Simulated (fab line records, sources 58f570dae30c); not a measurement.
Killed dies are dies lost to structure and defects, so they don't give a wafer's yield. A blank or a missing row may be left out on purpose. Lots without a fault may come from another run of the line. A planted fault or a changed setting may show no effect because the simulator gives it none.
Chamber matching | flow berkeley_cmos170 | UCB170_SPACER_CVD_00 on pecvd-03: 3 sister chambers
The step deposits SiO2 from TEOS/O2, target thk 376 nm, time 47 s. 14 wafers are shown with their chamber, then 7 later ones without.

WAFERS WITH THEIR CHAMBER
wafer  | chamber | heater_power_w (W)
L109.1 | 2       | 201
L109.3 | 1       | 257
L109.6 | 2       | 212
L112.3 | 2       | 232
L112.4 | 2       | 243
L112.6 | 0       | 194
L122.1 | 0       | 142
L122.3 | 1       | 262
L122.4 | 2       | 231
L125.2 | 1       | 231
L125.4 | 1       | 240
L125.5 | 0       | 163
L128.4 | 0       | 172
L128.5 | 1       | 263

SIGNATURES (means of the wafers above)
reading        | chamber 0 | chamber 1 | chamber 2 | scatter within a chamber
heater_power_w | 167.75    | 250.60    | 223.80    | 17.5
Rule: a wafer's distance from a chamber is the root of the sum, over the readings, of the square of ((its reading less the chamber's mean) divided by the reading's scatter). The wafer belongs to the nearest chamber; if the next one is less than 2 further off, it can't be placed. The scatter: the root of (the sum of the squares of (reading less its chamber's mean) over the shown wafers, divided by (wafers less chambers)).

WAFERS WITHOUT THEIR CHAMBER
wafer  | heater_power_w (W)
L128.6 | 250
L131.2 | 261
L131.3 | 256
L131.6 | 177
L129.1 | 232
L129.2 | 262
L129.5 | 269

WHICH CHAMBER EACH WENT THROUGH
wafer  | from the rows above     | in truth
L128.6 | can't be placed: 1 or 2 | 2
L131.2 | can't be placed: 1 or 2 | 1
L131.3 | can't be placed: 1 or 2 | 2
L131.6 | 0                       | 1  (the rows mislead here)
L129.1 | can't be placed: 2 or 1 | 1
L129.2 | can't be placed: 1 or 2 | 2
L129.5 | can't be placed: 1 or 2 | 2
Placed correctly: 0 of 7. Can't be placed from these rows: 6 (the true chamber is among the candidates in 6). Placed wrongly: 1.
